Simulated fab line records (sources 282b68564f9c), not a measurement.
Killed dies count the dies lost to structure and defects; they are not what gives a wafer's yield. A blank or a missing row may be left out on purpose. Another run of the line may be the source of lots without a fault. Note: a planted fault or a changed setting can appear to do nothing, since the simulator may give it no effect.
Split-lot experiment + flow ritCmos + 23 wafers read from 5 lots, route of 202 steps

ON THE SPLIT
At RIT_FOX2_OXIDATION_00 (target thk 350.7 nm, ox time 1130 s), the setting oxTimeS was moved away from the recipe's 1130 s on 15 of the 23 wafers read, by +9.5% to +13.0%. This setting was run at the recipe's value on the other wafers.

FROM THE SPLIT TO THE READING: what the file shows between them, 2 steps
- RIT_FOX2_CLEAN_02: cleans in dHF, time 180 s
- RIT_FOX2_WET_ETCH_03: etches Si3N4 in H3PO4, target depth 195 nm, time 2700 s

THE READING
Values of FIELD_OXIDE_LEFT_1_THK in nm from RIT_FOX2_THK_MEAS_90. A value of 322 nm with a standard deviation of 5.4 nm is what fault-free wafers of this fab line usually give.

| wafer  | tool, chamber at the split | oxTimeS as run, s | against the recipe | FIELD_OXIDE_LEFT_1_THK, nm | against lot-mates on the recipe |
|--------|----------------------------|-------------------|--------------------|----------------------------|---------------------------------|
| L078.2 | -, -                       | 1262              | +11.7%             | 342                        | no lot-mate on the recipe       |
| L078.3 | -, -                       | 1262              | +11.7%             | 343                        | no lot-mate on the recipe       |
| L078.4 | -, -                       | 1262              | +11.7%             | 345                        | no lot-mate on the recipe       |
| L078.5 | -, -                       | 1262              | +11.7%             | 341                        | no lot-mate on the recipe       |
| L078.6 | -, -                       | 1262              | +11.7%             | 340                        | no lot-mate on the recipe       |
| L080.1 | furnace-01, 0              | 1130              | recipe             | 319                        | -                               |
| L080.4 | furnace-01, 0              | 1130              | recipe             | 320                        | -                               |
| L080.5 | furnace-01, 0              | 1130              | recipe             | 319                        | -                               |
| L081.1 | -, -                       | 1277              | +13.0%             | 360                        | no lot-mate on the recipe       |
| L081.2 | -, -                       | 1277              | +13.0%             | 359                        | no lot-mate on the recipe       |
| L081.3 | -, -                       | 1277              | +13.0%             | 355                        | no lot-mate on the recipe       |
| L081.4 | -, -                       | 1277              | +13.0%             | 351                        | no lot-mate on the recipe       |
| L081.5 | -, -                       | 1277              | +13.0%             | 357                        | no lot-mate on the recipe       |
| L082.1 | -, -                       | 1237              | +9.5%              | 336                        | no lot-mate on the recipe       |
| L082.2 | -, -                       | 1237              | +9.5%              | 333                        | no lot-mate on the recipe       |
| L082.4 | -, -                       | 1237              | +9.5%              | 337                        | no lot-mate on the recipe       |
| L082.5 | -, -                       | 1237              | +9.5%              | 340                        | no lot-mate on the recipe       |
| L082.6 | -, -                       | 1237              | +9.5%              | 343                        | no lot-mate on the recipe       |
| L085.1 | -, -                       | 1130              | recipe             | 312                        | -                               |
| L085.2 | -, -                       | 1130              | recipe             | 308                        | -                               |
| L085.4 | -, -                       | 1130              | recipe             | 315                        | -                               |
| L085.5 | -, -                       | 1130              | recipe             | 315                        | -                               |
| L085.6 | -, -                       | 1130              | recipe             | 313                        | -                               |

FIT RESULTS
A straight line over all 23 wafers: FIELD_OXIDE_LEFT_1_THK changes by +2.77 nm for each +1% of oxTimeS; r = +0.95; the points scatter about the line by 5.2 nm.
Too few moved wafers with a lot-mate on the recipe to fit a line net of each lot's own level.

THE WHOLE CHAIN: every reading that the file lists as answering this split, in the file's order
| step                  | what it does                                            | reading                                                                          | change (the file's fit)              | r (the file's) |
|-----------------------|---------------------------------------------------------|----------------------------------------------------------------------------------|--------------------------------------|----------------|
| RIT_FOX2_OXIDATION_00 | target thk 350.7 nm, ox time 1130 s                     | SiO2_of_FOX2_OXIDATION_00.thkNm (the simulator's own value, which no gauge read) | +2.71 nm for each +1% of the setting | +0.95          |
| RIT_FOX2_WET_ETCH_03  | etches Si3N4 in H3PO4, target depth 195 nm, time 2700 s | SiO2_of_FOX2_OXIDATION_00.thkNm (the simulator's own value, which no gauge read) | +2.75 nm for each +1% of the setting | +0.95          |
| RIT_FOX2_THK_MEAS_90  |                                                         | FIELD_OXIDE_LEFT_1_THK                                                           | +2.76 for each +1% of the setting    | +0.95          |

THE FILE'S OWN FIT
FIELD_OXIDE_LEFT_1_THK changes by +2.76 nm for each +1% of oxTimeS, r = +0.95.
